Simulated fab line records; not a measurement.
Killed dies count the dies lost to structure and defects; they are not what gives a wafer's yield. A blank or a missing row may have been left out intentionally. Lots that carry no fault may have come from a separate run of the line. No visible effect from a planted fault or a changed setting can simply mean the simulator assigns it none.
A struck lot beside a sound one	flow berkeleyCmos170	23 out of 331 route steps
Sound: wafers L616.2, L616.4, L616.5. Struck: wafers L614.2, L614.3, L614.4. At the end, the cause is stated.
Per side, at each step with rows, come the tool, then ch with its chambers, and then its first start. Under that, the readings that differ: sound wafers	struck wafers	difference of the means	sigmas: that difference in standard deviations of wafers without a fault.
alike: readings with means less than 2 such deviations apart, plus words and numbers identical on both sides. not compared: withheld readings, readings lacking a value on some wafer, bounds such as >300 that could conceal the same value, and numbers that have no deviation in the record and whose values overlap.
A row with sigmas, a row that says differs or no value, or rows on one side alone: a step with any of these is where the two part. Non-overlapping numbers with no deviation appear without sigmas and do not part them. A reading that every wafer of one side lacks parts them only if that side has two wafers or more.

first, 6 steps without rows for these wafers: UCB170_ZERO_HMDS_00 (prime time 60 s); UCB170_ZERO_COAT_01 (resist thk 900 nm); UCB170_ZERO_SOFTBAKE_02 (time 60 s); UCB170_ZERO_EXPOSE_03 (exposes mask PM MARKS, target cd 4000 nm); UCB170_ZERO_PEB_04; UCB170_ZERO_DEVELOP_05 (develop time 45 s).
UCB170_ZERO_ETCH_06: etches SiO2 in CHF3/CF4/Ar, time 12 s.
  sound on rieDiel-04 ch 0,1,3, day 5 00:45; struck on rieDiel-04 ch 0,1,3, day 4 12:23
  alike: drypumpMotorCurrentA, oesProductAu, throttleValvePct
  not compared: rfHoursCounterH
UCB170_ZERO_STRIP_07: strips in O2.
  sound on plasmaAsher-03 ch 0,1, day 5 00:46; struck on plasmaAsher-03 ch 0,1, day 4 12:25
  alike: drypumpMotorCurrentA, oesProductAu, stripTimeToEndpointS
  not compared: rfHoursCounterH
then, 2 steps without rows for these wafers: UCB170_NWELL_WET_ETCH_00 (etches SiO2 in dHF, time 200 s); UCB170_NWELL_OXIDATION_01 (target thk 26.4 nm, ox time 1260 s).
UCB170_NWELL_THK_MEAS_02:
  sound on filmMetro-02, day 5 06:28; struck on filmMetro-03, day 4 16:39
  alike: NWELL_OXIDE_THK
then, 1 step without rows for these wafers: UCB170_NWELL_ANNEAL_03 (time 900 s).
UCB170_NWELL_CVD_04: deposits Si3N4 from SiH2Cl2/NH3, target thk 224 nm, time 3360 s.
  sound on lpcvd-01 ch 0, day 5 11:39; struck on lpcvd-01 ch 1, day 4 23:27
reading	sound	struck	difference	sigmas
sih2cl2FlowSccm (sccm)	24.99 25.01 25.07	37.36 37.37 37.34	+12.33	+99 or more
model.Si3N4_of_NWELL_CVD_04.thkNm (nm)	225.6 224.3 223.6	254.5 255.4 255.5	+30.6	
  alike: zonePowerCentrePct
UCB170_NWELL_THK_MEAS_05:
  sound on filmMetro-01, day 5 14:39; struck on filmMetro-02, day 5 01:23
reading	sound	struck	difference	sigmas
NWELL_NITRIDE_THK (nm)	225.9 224.1 223.5	254.5 255.2 255.4	+30.5	+15
then, 6 steps without rows for these wafers: UCB170_NWELL_HMDS_06 (prime time 60 s); UCB170_NWELL_COAT_07 (resist thk 900 nm); UCB170_NWELL_SOFTBAKE_08 (time 60 s); UCB170_NWELL_EXPOSE_09 (exposes mask NWELL, target cd 3000 nm); UCB170_NWELL_PEB_10; UCB170_NWELL_DEVELOP_11 (develop time 45 s).
UCB170_NWELL_OVL_MEAS_12:
  sound on overlay-02, day 5 15:33; struck on overlay-02, day 5 02:26
reading	sound	struck	difference	sigmas
NWELL_OVL (nm)	-1 -3 -7	6 10 4	+10	+2
UCB170_NWELL_ETCH_13: etches Si3N4 in CH3F/Ar/O2, stops on SiO2, target depth 246.4 nm, time 154 s.
  sound on rieDiel-02 ch 0,1, day 5 15:35; struck on rieDiel-02 ch 0,1,2, day 5 02:28
reading	sound	struck	difference	sigmas
oesProductAu (a.u.)	0.929 0.967 0.963	0.959 0.972 1.031	+0.034	+2
model.etch.depthNm (nm)	225.6 224.3 223.6	239.4 236.4 251.2	+17.8	
  alike: drypumpMotorCurrentA, throttleValvePct
  not compared: rfHoursCounterH
following that, these wafers have no rows for 1 step: UCB170_NWELL_IMPLANT_14.

WHERE THEY PART
Last at UCB170_NWELL_ETCH_13 as far as this record goes, first at UCB170_NWELL_CVD_04.

WHY: what had been put in by the simulator
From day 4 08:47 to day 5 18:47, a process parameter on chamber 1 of lpcvd-01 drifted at UCB170_NWELL_CVD_04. A move of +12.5 in setting sih2cl2FlowSccm, from 25. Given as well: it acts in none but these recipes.
